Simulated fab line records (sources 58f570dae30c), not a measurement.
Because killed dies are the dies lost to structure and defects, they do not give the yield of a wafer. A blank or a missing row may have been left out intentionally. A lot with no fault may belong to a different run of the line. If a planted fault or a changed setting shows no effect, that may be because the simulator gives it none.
Chamber matching	flow berkeley_cmos170	4 sister chambers for UCB170_NWELL_ETCH_13 on rie_diel-01
The step etches Si3N4 in CH3F/Ar/O2, stops on SiO2, target depth 246.4 nm, time 154 s. 14 wafers are shown with their chamber, then 7 later ones without.

== EACH WAFER AND ITS CHAMBER ==
wafer	chamber	throttle_valve_pct (%)	oes_product_au (a.u.)
L669.3	3	8.07	0.936
L669.4	3	8.08	0.942
L669.6	0	7.96	0.955
L670.2	0	7.95	0.949
L670.3	3	8.07	0.958
L670.5	3	8.08	0.949
L677.1	1	7.99	0.937
L677.3	2	7.97	0.938
L677.5	3	8.07	0.957
L680.1	2	7.98	0.918
L680.2	3	8.05	0.943
L680.3	0	7.97	0.946
L683.1	1	8.00	0.935
L683.2	2	7.97	0.924

SIGNATURES (averages over the wafers above)
reading	chamber 0	chamber 1	chamber 2	chamber 3	scatter within a chamber
throttle_valve_pct	7.9600	7.9950	7.9733	8.0700	0.00957
oes_product_au	0.95000	0.93600	0.92667	0.94750	0.008
Rule: distance of a wafer from a chamber = root of the sum over the readings of ((wafer's reading minus chamber's mean) / reading's scatter) squared. If the next closest chamber is less than 2 further off than the closest, the wafer can't be placed; otherwise it belongs to the closest. How the scatter is found: for the shown wafers, subtract from each reading the mean of its chamber, square and add these, divide the total by (wafers less chambers), then take the root.

== WAFERS MISSING THEIR CHAMBER ==
wafer	throttle_valve_pct (%)	oes_product_au (a.u.)
L683.6	7.96	0.955
L688.1	8.01	0.927
L688.4	8.07	0.940
L688.5	7.95	0.919
L690.1	8.00	0.935
L690.3	7.95	0.957
L690.5	7.96	0.948

== WHICH CHAMBER EACH ONE RAN IN ==
wafer	from the rows above	in truth
L683.6	0	0
L688.1	can't be placed: 1 or 2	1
L688.4	3	3
L688.5	can't be placed: 2 or 0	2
L690.1	1	1
L690.3	0	0
L690.5	0	0
Correctly placed: 5 of 7. Unplaceable from these rows: 2, with the true chamber sitting among the candidates in 2. Placed wrongly: 0.
